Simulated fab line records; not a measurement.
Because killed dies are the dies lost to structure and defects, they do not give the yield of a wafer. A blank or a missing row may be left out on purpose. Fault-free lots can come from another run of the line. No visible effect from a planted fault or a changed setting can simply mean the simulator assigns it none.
Which of the tools did it?	flow ritCmos	14 lots, 42 wafers sampled, at 4 steps of a route of 202

WHAT THE GAUGES READ, wafer by wafer
RIT_NWELL_OVL_MEAS_06. Usual: for NWELL_OVL the level is 0.5 nm and the standard deviation is 1.3.
lot	measured	on	NWELL_OVL (nm)	flag
L376	day 2 08:06	overlay-02	0.1 0.3 0.3	
L375	day 2 08:21	overlay-01	0.9 -2.0 -1.9	
L377	day 2 18:30	overlay-02	0.4 -0.8 -0.2	
L378	day 2 22:58	overlay-01	0.9 0.6 1.9	
L379	day 3 05:35	overlay-01	0.7 1.7 2.0	
L380	day 3 12:16	overlay-01	2.3 2.0 2.9	
L381	day 3 15:55	overlay-01	1.5 -0.3 -0.7	
L383	day 3 21:16	overlay-02	-0.3 -2.0 -2.5	
L386	day 4 11:27	overlay-02	1.0 2.1 0.2	
L389	day 5 00:29	overlay-02	0.9 0.6 -0.8	
L392	day 5 15:29	overlay-01	1.1 1.4 -0.6	
L395	day 6 07:54	overlay-02	0.5 1.7 1.2	
L396	day 6 12:07	overlay-02	1.7 1.3 0.0	
L397	day 6 18:01	overlay-02	0.3 1.4 -0.7	

RIT_NLDD_OVL_MEAS_06. Usual: for NLDD_OVL the level is 1.5 nm and the standard deviation is 1.3.
lot	measured	on	NLDD_OVL (nm)	flag
L376	day 3 15:22	overlay-01	0.7 2.7 1.6	
L375	day 3 15:43	overlay-01	2.8 0.1 0.8	
L377	day 3 21:12	overlay-01	2.5 1.1 2.7	
L378	day 3 23:50	overlay-02	3.5 3.2 1.3	
L379	day 4 08:31	overlay-01	2.0 2.5 1.4	
L380	day 4 10:57	overlay-02	3.3 1.2 3.5	
L381	day 4 15:25	overlay-01	2.6 4.0 4.6	
L383	day 4 20:31	overlay-02	2.0 2.4 0.6	
L386	day 5 09:31	overlay-01	1.5 0.2 0.3	
L389	day 5 21:59	overlay-02	1.6 2.9 1.0	
L392	day 6 13:08	overlay-02	0.9 1.0 -0.3	
L395	day 7 07:34	overlay-01	1.9 1.9 2.9	
L396	day 7 12:12	overlay-02	1.3 2.9 0.0	
L397	day 7 16:35	overlay-02	0.3 0.3 0.8	

RIT_SPACER_THK_MEAS_04. Usual: for SPACER_NITRIDE_THK the level is 249.9 nm and the standard deviation is 2.4.
lot	measured	on	SPACER_NITRIDE_THK (nm)	flag
L376	day 3 20:08	filmMetro-03	252.5 250.4 254.0	
L375	day 3 20:24	filmMetro-03	248.8 247.4 248.9	
L377	day 4 02:11	filmMetro-03	248.9 249.1 249.3	
L378	day 4 05:40	filmMetro-03	252.2 251.4 250.5	
L379	day 4 12:49	filmMetro-04	325.1 323.1 324.4	OFF
L380	day 4 15:14	filmMetro-04	254.3 252.4 253.1	
L381	day 4 19:43	filmMetro-02	248.7 250.2 252.3	
L383	day 5 01:47	filmMetro-03	325.6 325.1 322.2	OFF
L386	day 5 14:01	filmMetro-02	250.4 249.4 252.3	
L389	day 6 02:40	filmMetro-02	247.5 250.1 248.5	
L392	day 6 17:32	filmMetro-04	252.0 249.3 249.8	
L395	day 7 11:59	filmMetro-04	250.0 248.5 248.1	
L396	day 7 17:29	filmMetro-02	249.4 250.5 249.4	
L397	day 7 20:59	filmMetro-02	249.0 249.6 249.5	

WHAT TOOL EACH LOT RAN ON (gives the tool, then ch and the chambers of the sampled wafers, and finally the start)
lot	RIT_SPACER_CVD_03
L376	lpcvd-02 ch 1, day 3 18:13
L375	lpcvd-01 ch 1, day 3 18:28
L377	lpcvd-01 ch 1, day 4 00:16
L378	lpcvd-01 ch 1, day 4 02:47
L379	lpcvd-01 ch 0, day 4 10:52
L380	lpcvd-02 ch 0, day 4 13:19
L381	lpcvd-02 ch 1, day 4 17:46
L383	lpcvd-01 ch 0, day 4 23:52
L386	lpcvd-02 ch 1, day 5 12:05
L389	lpcvd-02 ch 0, day 6 00:44
L392	lpcvd-02 ch 0, day 6 15:36
L395	lpcvd-01 ch 1, day 7 10:02
L396	lpcvd-02 ch 0, day 7 14:35
L397	lpcvd-01 ch 0, day 7 19:04
- RIT_SPACER_CVD_03: deposits Si3N4 from SiH2Cl2/NH3, target thk 250 nm, time 3300 s.

AS READ BY THE TOOLS THEMSELVES (means over the sampled wafers that have a number; for cases with no such wafer, the mark the record gives instead)
RIT_SPACER_CVD_03. Usual: spikeTcCentreC at 812.8 C, with a standard deviation of 1.3.
lot	tool	spikeTcCentreC (C)	flag
L376	lpcvd-02	813.2	
L375	lpcvd-01	812.8	
L377	lpcvd-01	813.6	
L378	lpcvd-01	813.4	
L379	lpcvd-01	811.5	
L380	lpcvd-02	813.5	
L381	lpcvd-02	812.7	
L383	lpcvd-01	810.9	
L386	lpcvd-02	813.0	
L389	lpcvd-02	813.5	
L392	lpcvd-02	813.4	
L395	lpcvd-01	813.5	
L396	lpcvd-02	814.1	
L397	lpcvd-01	810.5	

THE ANSWER, worked out from the rows above alone
Rule: a lot counts as off when the mean over its wafers that have a number is more than 3 standard deviations away from the usual mean. Also off: a lot with no number at a reading for which 4 or more lots have one. Any other lot the step has rows for is counted as sound. First the gauges in route order, then the tools' own readings, where a lot's mean is used as printed above. At the first step where some lot is off, the reading lying furthest off is the one used; lots without a number count as furthest.
Off: L379, L383, seen at RIT_SPACER_THK_MEAS_04 (SPACER_NITRIDE_THK).
A tool fits if, at a process step before that reading, it ran every lot that is off, and no sound lot after the first of them. Those tools and the gauges at RIT_SPACER_THK_MEAS_04 are tried in the same way. Of those tried, none fits.

WHAT THE SIMULATOR PUT IN
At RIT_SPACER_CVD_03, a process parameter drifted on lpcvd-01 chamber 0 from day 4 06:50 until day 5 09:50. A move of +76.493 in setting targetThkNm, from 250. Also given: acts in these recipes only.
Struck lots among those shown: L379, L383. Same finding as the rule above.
